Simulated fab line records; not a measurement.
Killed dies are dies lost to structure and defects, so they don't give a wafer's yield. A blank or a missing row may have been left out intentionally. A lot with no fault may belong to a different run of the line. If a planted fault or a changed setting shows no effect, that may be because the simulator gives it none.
Matching of chambers | flow berkeley cmos170 | UCB170_GATE_ETCH_14 on rie diel-04 has 4 sister chambers
The step etches BARC in N2/H2. 4 wafers are shown with their chamber, then 7 later ones without.

WAFERS PAIRED WITH THEIR CHAMBERS
wafer  | chamber | throttle valve pct (%)
L660.1 | 2       | 13.40
L660.6 | 1       | 13.34
L657.1 | 0       | 13.56
L657.3 | 3       | 13.15

WAFERS WHOSE CHAMBER IS MISSING
wafer  | throttle valve pct (%)
L657.4 | 13.40
L664.2 | 13.40
L664.4 | 13.16
L664.5 | 13.34
L672.1 | 13.40
L672.2 | 13.16
L672.5 | 13.57

WHICH CHAMBER EACH WENT THROUGH
wafer  | from the rows above | in truth
L657.4 | 2                   | 2
L664.2 | 2                   | 2
L664.4 | 3                   | 3
L664.5 | 1                   | 1
L672.1 | 2                   | 2
L672.2 | 3                   | 3
L672.5 | 0                   | 0
Correct placement for 7 of the 7. Number that these rows cannot place: 0. Wrongly placed: 0.
How it was worked out, from the rows above alone: a wafer's distance from a chamber is the root of the sum, over the readings, of the square of ((its reading less the chamber's mean) divided by the reading's scatter). If the next closest chamber is less than 2 further off than the closest, the wafer can't be placed; otherwise it belongs to the closest. A chamber's mean is the mean of its shown wafers. The scatter: root of mean squared gap, hidden wafer to nearest shown wafer, with one shown wafer a chamber.
